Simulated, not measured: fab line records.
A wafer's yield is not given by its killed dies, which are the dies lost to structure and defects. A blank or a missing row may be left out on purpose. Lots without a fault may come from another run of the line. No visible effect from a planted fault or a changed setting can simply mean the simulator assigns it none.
fab line records | flow berkeley-cmos170 | part 1 of 2: steps 1 to 25 of 35
record lots=5 wafers=15 last-day=13
route steps=331 shown NSD@189 BACKSIDE@199 SDANNEAL@204 PSD@206 PLDD@208 NLDD@209 SILICIDE@210 CONTACT@216
lots that met no fault: from a run of the same line without faults
start-h: start of the lot's first displayed wafer, in hours after the record's first day | wait-h: hours from the lot's prior step to this one | " repeats the value in the row above | L1.1+2: one row covering several wafers at once | - either no value or no given start | * or withheld: withheld | < > ~ a bound
route shown NAME@n: NAME is a module with steps in the file, n the number in the route of the first one | usual: mean/standard deviation of fault-free wafers | same: alike in all rows | chamber/n: place in a boat | sites: per-site readings | _std_site: standard deviation of those values | _edge_site: outer sites' mean less inner sites' | radius-mm: for every site, how far away it sits from the centre of the wafer | mask NAME#n: copy n | behind: the tool/chamber that last shaped the wafer | hold: cause of the lot's hold/its duration in hours/its outcome | device: the n, p or np transistor that did not switch | end of line: the route-end tests of the same wafers | where a step has no rows: the recipe by itself | killed: at the first sort, the dies lost to defects and structure; wafer yield is something else | map: the dies of a wafer, with x for killed, . for not killed, _ for no die there
set.NAME: the setting that was run; set.NAME@STEP: the one run at that earlier step | model.NAME: the simulator's own value behind a step, which no gauge read
lots seen at some steps along the route; tables by step, rows by wafer
services: from which hour (start-h, from the record's first day; less than 0 if before it) a tool's chamber was out of use, for how many hours, and why
## steps
# step UCB170_NSD_SOFTBAKE_02
# recipe resist=KrF temp-c=130 time-s=60
# usual chill-plate-temp-C=23.01/0.1
# columns lot.wafer tool chamber start-h wait-h chill-plate-temp-C
L074.1 litho-track-03 0 162.66 0.1 23.05
L074.2 " 0 " " 22.97
L074.3 " 0 " " 23.13
L076.1 litho-track-04 0 173.95 0.1 23.09
L076.5 " 0 " " 22.99
L076.6 " 0 " " 23.12
L084.2 litho-track-04 0 223.70 0.1 22.78
L084.3 " 0 " " 23.00
L084.5 " 0 " " 23.06
L088.3 litho-track-01 0 241.10 0.1 23.07
L088.5 " 0 " " 22.92
L088.6 " 0 " " 23.04
L089.1 litho-track-01 0 268.50 0.1 23.10
L089.5 " 0 " " 23.05
L089.6 " 0 " " 23.12
# step UCB170_NSD_EXPOSE_03
# recipe mask-id=NSELECT_MOD na=0.5 sigma-outer=0.6 source-shape=conventional target-cd-nm=1200 dose-mj=30
# usual exposure-dose-mJ-cm2=30.00/0.03
# columns lot.wafer tool chamber start-h wait-h mask exposure-dose-mJ-cm2
L074.1 krf-scanner-02 0 162.81 0.1 NSELECT_MOD#0 30.04
L074.2 " 0 " " NSELECT_MOD#0 29.99
L074.3 " 0 " " NSELECT_MOD#0 29.98
L076.1 krf-scanner-02 0 174.10 0.1 NSELECT_MOD#0 30.02
L076.5 " 0 " " NSELECT_MOD#0 30.06
L076.6 " 0 " " NSELECT_MOD#0 30.03
L084.2 krf-scanner-01 0 223.84 0.1 NSELECT_MOD#0 30.03
L084.3 " 0 " " NSELECT_MOD#0 30.03
L084.5 " 0 " " NSELECT_MOD#0 30.02
L088.3 krf-scanner-01 0 241.36 0.2 NSELECT_MOD#0 29.98
L088.5 " 0 " " NSELECT_MOD#0 29.96
L088.6 " 0 " " NSELECT_MOD#0 29.97
L089.1 krf-scanner-01 0 268.77 0.2 NSELECT_MOD#0 29.99
L089.5 " 0 " " NSELECT_MOD#0 30.00
L089.6 " 0 " " NSELECT_MOD#0 29.99
# step UCB170_NSD_PEB_04
# recipe peb-temp-c=130 peb-time-s=withheld resist=KrF
# usual chill-plate-temp-C=23.02/0.093
# columns lot.wafer tool chamber start-h wait-h chill-plate-temp-C
L074.1 litho-track-01 0 163.81 1.0 22.88
L074.2 " 0 " " 22.98
L074.3 " 0 " " 22.98
L076.1 litho-track-03 0 174.22 0.1 22.91
L076.5 " 0 " " 23.14
L076.6 " 0 " " 23.01
L084.2 litho-track-04 0 224.12 0.3 23.11
L084.3 " 0 " " 22.97
L084.5 " 0 " " 22.97
L088.3 litho-track-01 0 241.49 0.1 22.89
L088.5 " 0 " " 22.93
L088.6 " 0 " " 22.99
L089.1 litho-track-01 0 269.20 0.4 22.96
L089.5 " 0 " " 23.16
L089.6 " 0 " " 23.05
# step UCB170_NSD_DEVELOP_05
# recipe developer=TMAH develop-time-s=45 resist=KrF dev-temp-c=21
# usual chill-plate-temp-C=23.02/0.098
# columns lot.wafer tool chamber start-h wait-h chill-plate-temp-C
L074.1 litho-track-01 0 - - 23.08
L074.2 " 0 " " 23.08
L074.3 " 0 " " 23.06
L076.1 litho-track-03 0 - - 23.21
L076.5 " 0 " " 23.05
L076.6 " 0 " " 22.97
L084.2 litho-track-04 0 - - 23.03
L084.3 " 0 " " 22.96
L084.5 " 0 " " 22.98
L088.3 litho-track-01 0 - - 22.91
L088.5 " 0 " " 22.91
L088.6 " 0 " " 22.94
L089.1 litho-track-01 0 - - 23.01
L089.5 " 0 " " 23.15
L089.6 " 0 " " 23.13
# step UCB170_NSD_CD_MEAS_06
# recipe target-cd-nm=1200
# usual cd-nm=1199.9/1.5
# columns lot.wafer tool chamber start-h wait-h cd-nm
L074.1 cd-sem-02 - 164.09 - 1200.1
L074.2 " - " " 1200.2
L074.3 " - " " 1199.3
L076.1 cd-sem-01 - 174.49 - 1200.7
L076.5 " - " " 1200.5
L076.6 " - " " 1200.5
L084.2 cd-sem-02 - 224.39 - 1202.4
L084.3 " - " " 1201.0
L084.5 " - " " 1200.7
L088.3 cd-sem-01 - 241.75 - 1201.1
L088.5 " - " " 1200.3
L088.6 " - " " 1200.2
L089.1 cd-sem-01 - 269.47 - 1199.3
L089.5 " - " " 1200.0
L089.6 " - " " 1199.8
# step UCB170_NSD_OVL_MEAS_07
# usual NSD_OVL=1/6.7
# columns lot.wafer tool chamber start-h wait-h NSD_OVL[nm]
L074.1 overlay-01 - 164.21 0.1 -1
L074.2 " - " " 3
L074.3 " - " " 3
L076.1 overlay-02 - 174.61 0.1 4
L076.5 " - " " 4
L076.6 " - " " 0
L084.2 overlay-02 - 224.50 0.1 19
L084.3 " - " " 14
L084.5 " - " " 17
L088.3 overlay-02 - 241.84 0.1 9
L088.5 " - " " 2
L088.6 " - " " 0
L089.1 overlay-02 - 269.59 0.1 -5
L089.5 " - " " 0
L089.6 " - " " -5
# step UCB170_NSD_IMPLANT_08
# recipe species=P dose-cm2=3e+15 energy-kev=40 tilt-deg=7
# same implant-ion-amu=31
# columns lot.wafer tool chamber start-h wait-h
L074.1+2+3 implanter-04 0 164.24 0.0
L076.1+5+6 implanter-01 0 174.65 0.0
L084.2+3+5 implanter-01 0 224.55 0.0
L088.3+5+6 implanter-01 0 241.92 0.1
L089.1+5+6 implanter-04 0 269.63 0.0
# step UCB170_NSD_STRIP_09
# recipe chemistry=O2 power-w=400 pressure-mtorr=3500 platen-temp-c=withheld o2-flow-sccm=400 overash-fraction=0.5
# usual drypump-motor-current-A=5.9/0.44 oes-product-au=0.533/0.0045 strip-time-to-endpoint-s=35.80/0.074
# columns lot.wafer tool chamber start-h wait-h drypump-motor-current-A oes-product-au rf-hours-counter-h strip-time-to-endpoint-s
L074.1 plasma-asher-03 0 164.39 0.1 6.5 0.529 6 35.73
L074.2 " 1 " " 5.6 0.543 6 35.64
L074.3 " 1 " " 5.7 0.541 - 35.71
L076.1 plasma-asher-02 0 174.80 0.1 5.2 0.536 45 35.89
L076.5 " 0 " " 5.2 0.538 - 35.78
L076.6 " 1 " " 6.0 0.535 - 35.84
L084.2 plasma-asher-03 0 224.68 0.1 6.5 0.528 12 35.76
L084.3 " 0 " " 6.5 0.534 - 35.72
L084.5 " 1 " " 5.6 0.527 - 35.72
L088.3 plasma-asher-02 1 242.05 0.1 6.1 0.532 - 35.84
L088.5 " 1 " " 6.0 0.534 - 35.88
L088.6 " 0 " " 5.2 0.544 - 35.89
L089.1 plasma-asher-03 1 269.78 0.1 5.7 0.537 17 35.82
L089.5 " 1 " " 5.6 0.536 - 35.72
L089.6 " 0 " " 6.5 0.533 - 35.84
# step UCB170_NSD_TW_MEAS_10
# usual NSD_TW=4174/40
# columns lot.wafer tool chamber start-h wait-h NSD_TW
L074.1 film-metro-04 - 164.49 0.1 4179
L074.2 " - " " 4158
L074.3 " - " " 4154
L076.1 film-metro-04 - 174.90 0.1 4151
L076.5 " - " " 4162
L076.6 " - " " 4149
L084.2 film-metro-04 - 224.79 0.1 4200
L084.3 " - " " 4183
L084.5 " - " " 4178
L088.3 film-metro-01 - 242.14 0.1 4248
L088.5 " - " " 4287
L088.6 " - " " 4247
L089.1 film-metro-02 - 269.88 0.1 4123
L089.5 " - " " 4136
L089.6 " - " " 4139
# step UCB170_NSD_CLEAN_11
# recipe chemistry=SPM temp-c=120 time-s=600
# usual bath-heat-duty-pct=12.8/1.3
# columns lot.wafer tool chamber start-h wait-h bath-heat-duty-pct
L074.1 wet-bench-01 3 164.56 0.1 11.6
L074.2 " 3 " " 11.6
L074.3 " 3 " " 11.9
L076.1 wet-bench-03 3 174.96 0.1 12.4
L076.5 " 3 " " 12.2
L076.6 " 3 " " 12.4
L084.2 wet-bench-03 1 224.84 0.0 11.8
L084.3 " 1 " " 10.8
L084.5 " 1 " " 11.1
L088.3 wet-bench-03 1 242.18 0.0 12.8
L088.5 " 1 " " 11.8
L088.6 " 1 " " 11.4
L089.1 wet-bench-03 2 270.01 0.1 13.3
L089.5 " 2 " " 12.8
L089.6 " 2 " " 12.4
# step UCB170_BACKSIDE_HMDS_00
# recipe prime-time-s=60 prime-temp-c=100
# usual chill-plate-temp-C=23.01/0.1
# columns lot.wafer tool chamber start-h wait-h chill-plate-temp-C
L074.1 litho-track-02 0 164.78 0.0 22.93
L074.2 " 0 " " 22.91
L074.3 " 0 " " 23.01
L076.1 litho-track-02 0 175.23 0.1 22.95
L076.5 " 0 " " 22.97
L076.6 " 0 " " 23.00
L084.2 litho-track-01 0 225.04 0.0 23.03
L084.3 " 0 " " 22.95
L084.5 " 0 " " 23.04
L088.3 litho-track-02 0 242.42 0.1 23.05
L088.5 " 0 " " 23.10
L088.6 " 0 " " 23.10
L089.1 litho-track-02 0 270.19 0.0 22.98
L089.5 " 0 " " 23.02
L089.6 " 0 " " 22.99
# step UCB170_BACKSIDE_COAT_01
# recipe resist=KrF spin-rpm=1500 resist-thk-nm=900
# usual chill-plate-temp-C=23.02/0.11
# columns lot.wafer tool chamber start-h wait-h chill-plate-temp-C
L074.1 litho-track-02 0 164.93 0.1 22.77
L074.2 " 0 " " 22.91
L074.3 " 0 " " 22.83
L076.1 litho-track-02 0 175.38 0.1 23.03
L076.5 " 0 " " 23.10
L076.6 " 0 " " 23.12
L084.2 litho-track-01 0 225.19 0.1 22.98
L084.3 " 0 " " 23.11
L084.5 " 0 " " 23.04
L088.3 litho-track-02 0 242.57 0.1 22.92
L088.5 " 0 " " 23.08
L088.6 " 0 " " 22.99
L089.1 litho-track-02 0 270.34 0.1 23.19
L089.5 " 0 " " 22.91
L089.6 " 0 " " 23.09
# step UCB170_BACKSIDE_SOFTBAKE_02
# recipe resist=KrF temp-c=130 time-s=60
# usual chill-plate-temp-C=23.00/0.11
# columns lot.wafer tool chamber start-h wait-h chill-plate-temp-C
L074.1 litho-track-02 0 165.08 0.1 23.12
L074.2 " 0 " " 23.02
L074.3 " 0 " " 23.04
L076.1 litho-track-02 0 175.53 0.1 22.84
L076.5 " 0 " " 22.91
L076.6 " 0 " " 22.86
L084.2 litho-track-01 0 225.34 0.1 22.97
L084.3 " 0 " " 22.91
L084.5 " 0 " " 22.89
L088.3 litho-track-02 0 242.72 0.1 22.93
L088.5 " 0 " " 22.96
L088.6 " 0 " " 23.16
L089.1 litho-track-02 0 270.49 0.1 22.87
L089.5 " 0 " " 23.07
L089.6 " 0 " " 22.91
# step UCB170_BACKSIDE_STRIP_03
# recipe chemistry=O2 power-w=400 pressure-mtorr=3500 platen-temp-c=withheld o2-flow-sccm=400 overash-fraction=0.5
# usual drypump-motor-current-A=5.7/0.5 oes-product-au=0.734/0.0045 strip-time-to-endpoint-s=21.93/0.048
# columns lot.wafer tool chamber start-h wait-h drypump-motor-current-A oes-product-au rf-hours-counter-h strip-time-to-endpoint-s
L074.1 plasma-asher-04 0 165.23 0.1 6.0 0.730 42 21.92
L074.2 " 1 " " 5.0 0.731 42 21.95
L074.3 " 1 " " 5.0 0.730 - 21.95
L076.1 plasma-asher-02 0 175.68 0.1 5.2 0.723 46 21.93
L076.5 " 1 " " 6.1 0.735 - 21.97
L076.6 " 0 " " 5.3 0.737 - 21.96
L084.2 plasma-asher-03 1 225.46 0.1 5.6 0.739 12 21.94
L084.3 " 0 " " 6.5 0.732 - 21.92
L084.5 " 0 " " 6.5 0.735 - 21.95
L088.3 plasma-asher-02 0 242.85 0.1 5.2 0.736 - 21.92
L088.5 " 1 " " 6.1 0.736 - 22.00
L088.6 " 0 " " 5.2 0.736 - 22.05
L089.1 plasma-asher-02 0 270.64 0.1 5.2 0.741 55 21.95
L089.5 " 0 " " 5.2 0.732 - 21.95
L089.6 " 1 " " 6.1 0.734 - 21.90
# step UCB170_BACKSIDE_CLEAN_04
# recipe chemistry=SPM temp-c=120 time-s=600
# usual bath-heat-duty-pct=12.9/1.2
# columns lot.wafer tool chamber start-h wait-h bath-heat-duty-pct
L074.1 wet-bench-03 2 166.60 1.3 13.9
L074.2 " 2 " " 12.0
L074.3 " 2 " " 12.8
L076.1 wet-bench-03 1 175.93 0.2 10.9
L076.5 " 1 " " 10.0
L076.6 " 1 " " 11.1
L084.2 wet-bench-03 1 225.56 0.1 11.3
L084.3 " 1 " " 11.3
L084.5 " 1 " " 11.1
L088.3 wet-bench-02 1 242.92 0.0 13.8
L088.5 " 1 " " 13.8
L088.6 " 1 " " 14.6
L089.1 wet-bench-03 0 270.74 0.1 14.4
L089.5 " 0 " " 12.9
L089.6 " 0 " " 13.6
# step UCB170_SDANNEAL_RTA_00
# recipe temp-c=900 time-s=10 ambient=N2
# usual lamp-power-pct=25.2/1.7 wafer_temp_C_max=903.3/0.84
# columns lot.wafer tool chamber start-h wait-h lamp-power-pct wafer_temp_C_max
L074.1 rtp-anneal-01 0 166.77 0.0 27.2 903.7
L074.2 " 0 " " 27.2 902.1
L074.3 " 0 " " 27.2 902.8
L076.1 rtp-anneal-02 0 176.10 0.0 23.7 902.9
L076.5 " 0 " " 23.8 902.9
L076.6 " 0 " " 23.7 902.9
L084.2 rtp-anneal-01 0 225.75 0.0 27.2 904.2
L084.3 " 0 " " 27.2 904.8
L084.5 " 0 " " 27.3 904.0
L088.3 rtp-anneal-02 0 243.13 0.0 23.7 902.1
L088.5 " 0 " " 23.7 903.0
L088.6 " 0 " " 23.8 903.4
L089.1 rtp-anneal-02 0 270.91 0.0 23.7 903.5
L089.5 " 0 " " 23.8 902.5
L089.6 " 0 " " 23.7 903.6
# step UCB170_SDANNEAL_RTA_01
# recipe temp-c=1050 time-s=5 ambient=N2
# usual lamp-power-pct=38.9/2.7 wafer_temp_C_max=1053.9/1.1
# columns lot.wafer tool chamber start-h wait-h lamp-power-pct wafer_temp_C_max
L074.1 rtp-anneal-01 0 166.84 0.1 42.0 1054.9
L074.2 " 0 " " 42.0 1054.8
L074.3 " 0 " " 42.1 1055.6
L076.1 rtp-anneal-02 0 176.17 0.1 36.6 1054.2
L076.5 " 0 " " 36.6 1053.3
L076.6 " 0 " " 36.7 1052.2
L084.2 rtp-anneal-01 0 225.81 0.1 42.1 1054.0
L084.3 " 0 " " 42.0 1057.3
L084.5 " 0 " " 42.1 1054.7
L088.3 rtp-anneal-02 0 243.20 0.1 36.7 1053.2
L088.5 " 0 " " 36.7 1052.6
L088.6 " 0 " " 36.7 1052.7
L089.1 rtp-anneal-02 0 270.98 0.1 36.6 1053.4
L089.5 " 0 " " 36.6 1052.7
L089.6 " 0 " " 36.6 1053.5
# step UCB170_SDANNEAL_RS_MEAS_02
# recipe thk-meas-gauge=four-point-probe
# usual PSD_RS=75.47/0.29
# columns lot.wafer tool chamber start-h wait-h PSD_RS[ohm/sq]
L074.1 film-metro-01 - 166.90 0.0 75.17
L074.2 " - " " 75.50
L074.3 " - " " 75.44
L076.1 film-metro-02 - 176.23 0.0 75.33
L076.5 " - " " 75.28
L076.6 " - " " 75.32
L084.2 film-metro-01 - 225.90 0.1 75.52
L084.3 " - " " 75.78
L084.5 " - " " 75.48
L088.3 film-metro-02 - 243.27 0.1 75.45
L088.5 " - " " 75.53
L088.6 " - " " 75.33
L089.1 film-metro-02 - 271.04 0.0 75.96
L089.5 " - " " 75.51
L089.6 " - " " 75.91
# step UCB170_SDANNEAL_RS_MEAS_03
# recipe thk-meas-gauge=four-point-probe
# usual NSD_RS=37.26/0.091
# columns lot.wafer tool chamber start-h wait-h NSD_RS[ohm/sq]
L074.1 film-metro-01 - 167.02 0.1 37.38
L074.2 " - " " 37.40
L074.3 " - " " 37.45
L076.1 film-metro-02 - 176.35 0.1 37.24
L076.5 " - " " 37.32
L076.6 " - " " 37.29
L084.2 film-metro-01 - 226.02 0.1 37.29
L084.3 " - " " 37.28
L084.5 " - " " 37.34
L088.3 film-metro-02 - 243.39 0.1 37.25
L088.5 " - " " 37.23
L088.6 " - " " 37.19
L089.1 film-metro-02 - 271.16 0.1 37.19
L089.5 " - " " 37.29
L089.6 " - " " 37.25
# step UCB170_SDANNEAL_RS_MEAS_04
# recipe thk-meas-gauge=four-point-probe
# usual PLDD_RS=1031.0/2.8
# columns lot.wafer tool chamber start-h wait-h PLDD_RS[ohm/sq]
L074.1 film-metro-01 - 167.14 0.1 1028.1
L074.2 " - " " 1028.6
L074.3 " - " " 1027.6
L076.1 film-metro-02 - 176.47 0.1 1031.5
L076.5 " - " " 1032.8
L076.6 " - " " 1033.2
L084.2 film-metro-01 - 226.14 0.1 1036.2
L084.3 " - " " 1032.4
L084.5 " - " " 1035.6
L088.3 film-metro-02 - 243.51 0.1 1025.7
L088.5 " - " " 1027.3
L088.6 " - " " 1027.2
L089.1 film-metro-02 - 271.28 0.1 1033.1
L089.5 " - " " 1032.5
L089.6 " - " " 1032.2
# step UCB170_SDANNEAL_RS_MEAS_05
# recipe thk-meas-gauge=four-point-probe
# usual NLDD_RS=615.9/1.5
# columns lot.wafer tool chamber start-h wait-h NLDD_RS[ohm/sq]
L074.1 film-metro-01 - 167.26 0.1 618.9
L074.2 " - " " 618.2
L074.3 " - " " 617.0
L076.1 film-metro-02 - 176.59 0.1 615.0
L076.5 " - " " 617.1
L076.6 " - " " 615.5
L084.2 film-metro-01 - 226.26 0.1 618.1
L084.3 " - " " 617.0
L084.5 " - " " 617.3
L088.3 film-metro-02 - 243.63 0.1 615.7
L088.5 " - " " 615.4
L088.6 " - " " 615.9
L089.1 film-metro-02 - 271.40 0.1 616.5
L089.5 " - " " 618.8
L089.6 " - " " 617.8
# step UCB170_SILICIDE_PRE_CLEAN_00
# recipe gas=Ar preclean-etch-time-s=60
# columns lot.wafer tool chamber start-h wait-h
L074.1+2+3 pvd-sputter-02 - 167.38 0.1
L076.1+5+6 pvd-sputter-03 - 176.71 0.1
L084.2+3+5 pvd-sputter-03 - 226.36 0.1
L088.3+5+6 pvd-sputter-02 - 243.71 0.1
L089.1+5+6 pvd-sputter-03 - 271.52 0.1
# step UCB170_SILICIDE_SPUTTER_01
# recipe material=Ti target-thk-nm=30 time-s=25 power-w=1500 chamber-pressure-pa=0.5
# usual throttle-valve-pct=30.3/1.3
# columns lot.wafer tool chamber start-h wait-h throttle-valve-pct
L074.1 pvd-sputter-02 - 167.44 0.0 32.3
L074.2 " - " " 28.7
L074.3 " - " " 31.4
L076.1 pvd-sputter-03 - 176.77 0.0 30.8
L076.5 " - " " 30.3
L076.6 " - " " 30.2
L084.2 pvd-sputter-03 - 226.43 0.0 30.5
L084.3 " - " " 30.1
L084.5 " - " " 30.6
L088.3 pvd-sputter-02 - 243.78 0.0 32.1
L088.5 " - " " 28.9
L088.6 " - " " 32.5
L089.1 pvd-sputter-03 - 271.59 0.0 30.6
L089.5 " - " " 30.2
L089.6 " - " " 30.3
# step UCB170_SILICIDE_RS_MEAS_02
# recipe thk-meas-gauge=four-point-probe reads=Ti_of_SILICIDE_SPUTTER_01
# usual SILICIDE_TI_RS=26.0/0.38
# columns lot.wafer tool chamber start-h wait-h SILICIDE_TI_RS[ohm/sq]
L074.1 film-metro-03 - 167.47 0.0 25.9
L074.2 " - " " 25.9
L074.3 " - " " 26.2
L076.1 film-metro-01 - 176.80 0.0 26.2
L076.5 " - " " 26.3
L076.6 " - " " 25.7
L084.2 film-metro-04 - 226.48 0.0 25.7
L084.3 " - " " 25.2
L084.5 " - " " 25.8
L088.3 film-metro-01 - 243.85 0.1 26.1
L088.5 " - " " 26.3
L088.6 " - " " 26.0
L089.1 film-metro-01 - 271.62 0.0 26.0
L089.5 " - " " 25.9
L089.6 " - " " 25.7
# step UCB170_SILICIDE_THK_MEAS_03
# recipe thk-meas-gauge=xrf reads=Ti_of_SILICIDE_SPUTTER_01
# usual SILICIDE_TI_THK=29.9/0.38
# columns lot.wafer tool chamber start-h wait-h SILICIDE_TI_THK[nm]
L074.1 film-metro-03 - 167.59 0.1 29.8
L074.2 " - " " 29.9
L074.3 " - " " 29.5
L076.1 film-metro-01 - 176.92 0.1 30.1
L076.5 " - " " 30.0
L076.6 " - " " 30.7
L084.2 film-metro-04 - 226.59 0.1 30.1
L084.3 " - " " 30.6
L084.5 " - " " 30.1
L088.3 film-metro-01 - 243.95 0.1 30.1
L088.5 " - " " 30.0
L088.6 " - " " 30.2
L089.1 film-metro-01 - 271.74 0.1 30.0
L089.5 " - " " 30.1
L089.6 " - " " 30.4
